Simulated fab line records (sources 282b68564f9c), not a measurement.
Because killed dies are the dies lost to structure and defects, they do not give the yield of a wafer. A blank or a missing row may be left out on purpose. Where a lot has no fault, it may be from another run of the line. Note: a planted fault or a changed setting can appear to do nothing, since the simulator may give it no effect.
A lot that was struck, set against a sound lot ; flow rit_cmos ; 16 steps out of a route of 202
Sound: these wafers, L987.1, L987.2, L987.6. Wafers L103.2, L103.3, L103.5 were the ones struck. At the end, the cause is stated.
Per side, at each step with rows, come the tool, then ch with its chambers, and then its first start. Under that, the readings that differ: sound wafers ; struck wafers ; difference of the means ; sigmas: that difference in standard deviations of wafers without a fault.
alike: a reading whose means differ by less than 2 such deviations, as well as words and numbers matching on both sides. not compared: withheld readings; readings where some wafer has no value; bounds like >300 that might hide an equal value; numbers whose values overlap and for which the record gives no deviation.
A row with sigmas, a row that says differs or no value, or rows on one side alone: a step with any of these is where the two part. Numbers that don't overlap but have no deviation are shown without sigmas and don't part them. Lack of a reading on every wafer of one side parts them only where that side has two or more wafers.

first, 4 steps without rows for these wafers: RIT_ACTIVE_SOFTBAKE_07 (time 60 s); RIT_ACTIVE_EXPOSE_08 (exposes mask M1, target cd 1400 nm); RIT_ACTIVE_PEB_09; RIT_ACTIVE_DEVELOP_10 (develop time 52.49 s).
RIT_ACTIVE_CD_MEAS_11 targets a cd of 1400 nm.
  sound on cd_sem-01 at day 2 06:09; struck on cd_sem-01 at day 5 13:40
  alike: cd_nm
then, 1 step without rows for these wafers: RIT_ACTIVE_HARDBAKE_12 (time 60 s).
RIT_ACTIVE_ETCH_13: etches Si3N4 in SF6, stops on SiO2, time 210 s, target depth 210 nm.
  sound on rie_diel-04 ch 0,1, day 2 06:25; struck on rie_diel-02 ch 1,2,3, day 5 13:55
  alike: chamber_pressure_mTorr, drypump_motor_current_A, oes_product_au, throttle_valve_pct
  not compared: rf_hours_counter_h
RIT_ACTIVE_STRIP_14: strips in O2, time 180 s.
  sound on plasma_asher-03 ch 0,1, day 2 06:33; struck on plasma_asher-03 ch 0, day 5 14:02
  alike: chamber_pressure_mTorr, drypump_motor_current_A, rf_refl_power_W
  not compared: rf_hours_counter_h
RIT_ACTIVE_CD_MEAS_90 targets a cd of 1400 nm.
  sound on cd_sem-02 at day 2 06:44; struck on cd_sem-01 at day 5 14:14
  alike: cd_nm
then, 3 steps without rows for these wafers: RIT_ACTIVE_CLEAN_15 (cleans in SC1, time 600 s); RIT_ACTIVE_CLEAN_16 (cleans in dHF, time 30 s); RIT_ACTIVE_CLEAN_17 (cleans in SC2, time 600 s).
RIT_FOX1_OXIDATION_00: target thk 350.7 nm, ox time 1130 s.
  sound on furnace-04 ch 0, day 2 08:51; struck on furnace-03 ch 0, day 5 16:03
reading;sound;struck;difference;sigmas
model.SiO2_of_FOX1_OXIDATION_00.thk_nm (nm);359.5 359.3 354.8;297 292.5 290.1;-65;
  alike: zone_power_centre_pct
RIT_FOX1_THK_MEAS_01:
  sound on film_metro-01 at day 2 10:10; struck on film_metro-02 at day 5 17:23
reading;sound;struck;difference;sigmas
FOX1_OXIDE_THK (nm);360 359 355;297 292 290;-65;-8
then, 1 step without rows for these wafers: RIT_FOX1_WET_ETCH_02 (etches SiO2 in BOE, target depth 350 nm, time 390 s).
RIT_M1_PROBE_99:
  sound on prober-01 at day 4 04:33; struck on prober-01 at day 7 13:31
reading;sound;struck;difference;sigmas
model.etest.pplus_sal.width_nm (nm);3452 3475 3437;3503 3504 3530;+58;
model.etest.nplus_sal.width_nm (nm);3464 3460 3437;3502 3510 3519;+57;
model.etest.pldd.width_nm (nm);3162 3196 3181;3218 3223 3231;+44;
model.etest.nldd.width_nm (nm);3163 3174 3173;3217 3250 3229;+62;
  alike: killed_at_contacts, killed_at_front_end, killed_dies, killed_open, killed_short

## WHERE THEY PART
At RIT_FOX1_THK_MEAS_01 and nowhere else, as far as this record goes. Later steps at which nothing parts them and some readings are alike: RIT_M1_PROBE_99.

WHY: the cause the simulator had injected
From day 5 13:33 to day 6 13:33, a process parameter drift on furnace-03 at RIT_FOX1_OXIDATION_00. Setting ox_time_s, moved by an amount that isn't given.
